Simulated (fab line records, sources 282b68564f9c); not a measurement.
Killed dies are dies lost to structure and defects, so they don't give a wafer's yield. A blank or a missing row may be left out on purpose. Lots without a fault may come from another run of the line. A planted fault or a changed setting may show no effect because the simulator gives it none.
A struck lot beside a sound one | flow rit_cmos | 15 steps out of a route of 202
Sound: wafers L833.2, L833.5, L833.6. Struck: wafer L830.1. (L830.3, L830.5 of the same lot were not struck and are left out.) The cause comes at the end.
At each step with rows: each side's tool, then ch and its chambers, then its first start. Under that, the readings that differ: sound wafers | struck wafers | difference of the means | sigmas: that difference in standard deviations of wafers without a fault.
alike: readings whose means differ by less than 2 such deviations, and words and numbers that are the same on both sides. not compared: withheld readings, readings that some wafer has no value for, bounds like >300 that may hide the same value, and numbers for which the record gives no deviation and whose values overlap.
The two part at a step that has a row with sigmas, a row that says differs or no value, or rows on one side only. Numbers that don't overlap but have no deviation are shown without sigmas and don't part them. A reading that every wafer of one side lacks parts them only if that side has two wafers or more.

RIT_GATE_THK_MEAS_07:
  sound on film_metro-04, day 4 10:43; struck on film_metro-03, day 3 21:13
  reading             | sound          | struck | difference | sigmas
  GATE_OXIDE_THK (nm) | 2.92 2.91 2.95 | 3.06   | +0.13      | +3
then, 1 step without rows for these wafers: RIT_GATE_CVD_08 (deposits poly-Si from SiH4, target thk 250 nm, time 2220 s).
RIT_GATE_THK_MEAS_09:
  sound on film_metro-04, day 4 13:27; struck on film_metro-03, day 3 22:54
  alike: GATE_POLY_THK
then, 6 steps without rows for these wafers: RIT_GATE_HMDS_10 (prime time 60 s); RIT_GATE_COAT_11 (resist thk 850 nm); RIT_GATE_SOFTBAKE_12 (time 60 s); RIT_GATE_EXPOSE_13 (exposes mask M6, target cd 150 nm); RIT_GATE_PEB_14; RIT_GATE_DEVELOP_15 (develop time 50 s).
RIT_GATE_CD_MEAS_16: target cd 150 nm.
  sound on cd_sem-01, day 4 14:22; struck on cd_sem-01, day 3 23:49
  reading    | sound             | struck | difference | sigmas
  cd_nm (nm) | 154.5 152.5 154.7 | 147.6  | -6.3       | -2
RIT_GATE_OVL_MEAS_17:
  sound on overlay-02, day 4 14:29; struck on overlay-01, day 3 23:56
  alike: GATE_OVL
then, 1 step without rows for these wafers: RIT_GATE_HARDBAKE_18 (time 60 s).
RIT_GATE_ETCH_19: etches poly-Si in SF6/CHF3/O2, stops on SiO2, time 165 s, target depth 312.5 nm.
  sound on rie_si-01 ch 0,3, day 4 14:50; struck on rie_si-02 ch 0, day 4 00:07
  reading                                   | sound             | struck | difference | sigmas
  oes_product_au (a.u.)                     | 0.834 0.839 0.822 | 0.993  | +0.161     | +12
  run_length_s (s)                          | 192.9 192.8 193.3 | 151.3  | -41.7      | -99 or more
  model.NOVOLAK_of_GATE_COAT_11.thk_nm (nm) | 669 672.2 671.9   | 692.4  | +21.4      |
  model.GATE.feature_depth_nm (nm)          | 244.9 242.6 243.3 | 226    | -18        |
  model.etch.depth_nm (nm)                  | 244.9 242.6 243.3 | 226    | -18        |
  alike: chamber_pressure_mTorr, drypump_motor_current_A, throttle_valve_pct
  not compared: rf_fwd_power_W, rf_hours_counter_h
RIT_GATE_STRIP_20: strips in O2, time 180 s.
  sound on plasma_asher-03 ch 0,1, day 4 14:56; struck on plasma_asher-01 ch 0, day 4 00:13
  reading                     | sound       | struck | difference | sigmas
  drypump_motor_current_A (A) | 5.5 5.5 5.1 | 6.2    | +0.8       | +2
  alike: chamber_pressure_mTorr
  not compared: rf_hours_counter_h
RIT_M1_PROBE_99:
  sound on prober-02, day 5 12:08; struck on prober-01, day 4 20:01
  reading             | sound  | struck | difference | sigmas
  killed_at_front_end | 5 6 13 | 264    | +256       | +85
  killed_dies         | 5 6 13 | 264    | +256       | +83
  killed_on_rim       | 1 1 3  | 70     | +68        | +49
  alike: killed_at_contacts, killed_open, killed_short

WHERE THEY PART
First at RIT_GATE_THK_MEAS_07; last, within this record, at RIT_M1_PROBE_99.

WHY: what the simulator had put in
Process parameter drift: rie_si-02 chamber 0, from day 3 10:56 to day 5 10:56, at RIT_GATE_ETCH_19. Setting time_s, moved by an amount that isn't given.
